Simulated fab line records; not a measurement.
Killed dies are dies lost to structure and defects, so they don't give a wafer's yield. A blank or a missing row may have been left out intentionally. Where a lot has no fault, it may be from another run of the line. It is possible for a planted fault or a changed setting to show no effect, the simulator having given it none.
A lot that was struck, set against a sound lot | flow rit cmos | 18 steps out of a route of 202
Sound: the wafers L101.2, L101.3, L101.4. Struck: wafers L110.3, L110.4, L110.6. Last of all comes the cause.
Per side, at each step with rows, come the tool, then ch with its chambers, and then its first start. Under that, the readings that differ: sound wafers | struck wafers | difference of the means | sigmas: that difference in standard deviations of wafers without a fault.
alike: readings with means less than 2 such deviations apart, plus words and numbers identical on both sides. not compared: withheld readings, readings lacking a value on some wafer, bounds such as >300 that could conceal the same value, and numbers that have no deviation in the record and whose values overlap.
Wherever a step has rows on one side only, a row that says differs or no value, or a row with sigmas, the two part there. Numbers that have no deviation but don't overlap get no sigmas and don't part them. A reading missing from all wafers of one side parts the sides only when that side holds two or more wafers.

first, 1 step without rows for these wafers: RIT_PWELL_DEVELOP_05 (develop time 68 s).
RIT_PWELL_OVL_MEAS_06:
  sound on overlay-02, day 4 01:50; struck on overlay-02, day 5 23:43
  alike: PWELL_OVL
then, 2 steps without rows for these wafers: RIT_PWELL_HARDBAKE_07 (time 120 s); RIT_PWELL_IMPLANT_08.
RIT_PWELL_STRIP_09: strips in O2, time 180 s.
  sound on plasma asher-01 ch 0,1, day 4 02:16; struck on plasma asher-03 ch 0,1, day 6 00:12
  alike: drypump motor current A
  not compared: rf hours counter h
RIT_PWELL_TW_MEAS_10:
  sound on film metro-02, day 4 02:26; struck on film metro-03, day 6 00:20
  alike: PWELL_TW
then, 1 step without rows for these wafers: RIT_WELLDRIVE_ANNEAL_00 (time 14700 s).
RIT_WELLDRIVE_RS_MEAS_01: measurement is done with a four-point probe.
  sound on film metro-03, day 4 09:06; struck on film metro-04, day 6 06:46
  alike: NWELL_RS
RIT_WELLDRIVE_RS_MEAS_02: measurement is done with a four-point probe.
  sound on film metro-03, day 4 09:13; struck on film metro-04, day 6 06:53
  alike: PWELL_RS
then, 3 steps without rows for these wafers: RIT_NRETRO_HMDS_00 (prime time 60 s); RIT_NRETRO_COAT_01 (resist thk 1300 nm); RIT_NRETRO_SOFTBAKE_02 (time 60 s).
RIT_NRETRO_EXPOSE_03: exposes mask M4, target cd 43900 nm.
  sound on iline stepper-02 ch 0, day 4 09:47; struck on iline stepper-01 ch 0, day 6 07:28
  reading                        | sound                      | struck               | difference | sigmas
  model.NRETRO.overlay x nm (nm) | -0.09736 -0.09736 -0.09736 | -178.8 -178.8 -178.8 | -178.7     |
  alike: mask
then, 2 steps without rows for these wafers: RIT_NRETRO_PEB_04; RIT_NRETRO_DEVELOP_05 (develop time 68 s).
RIT_NRETRO_OVL_MEAS_06:
  sound on overlay-02, day 4 10:13; struck on overlay-02, day 6 07:52
  reading         | sound         | struck               | difference | sigmas
  NRETRO_OVL (nm) | 0.0 -1.3 -1.0 | -178.7 -178.2 -179.6 | -178.1     | -99 or more
then, 1 step without rows for these wafers: RIT_NRETRO_HARDBAKE_07 (time 120 s).
RIT_M1_PROBE_99:
  sound on prober-02, day 5 16:38; struck on prober-01, day 7 14:27
  reading                                    | sound                | struck               | difference | sigmas
  model.etest.retro edge pmos.off log10 a um | -10.49 -10.24 -10.33 | -8.928 -8.861 -8.65  | +1.540     |
  model.etest.retro edge nmos.off log10 a um | -10.28 -10.15 -10.18 | -8.633 -8.629 -8.414 | +1.645     |
  alike: killed at contacts, killed at front end, killed dies, killed open, killed short

## WHERE THEY PART
Only at RIT_NRETRO_OVL_MEAS_06, within this record. Later steps at which nothing parts them and some readings are alike: RIT_M1_PROBE_99.

WHY: whatever the simulator had introduced
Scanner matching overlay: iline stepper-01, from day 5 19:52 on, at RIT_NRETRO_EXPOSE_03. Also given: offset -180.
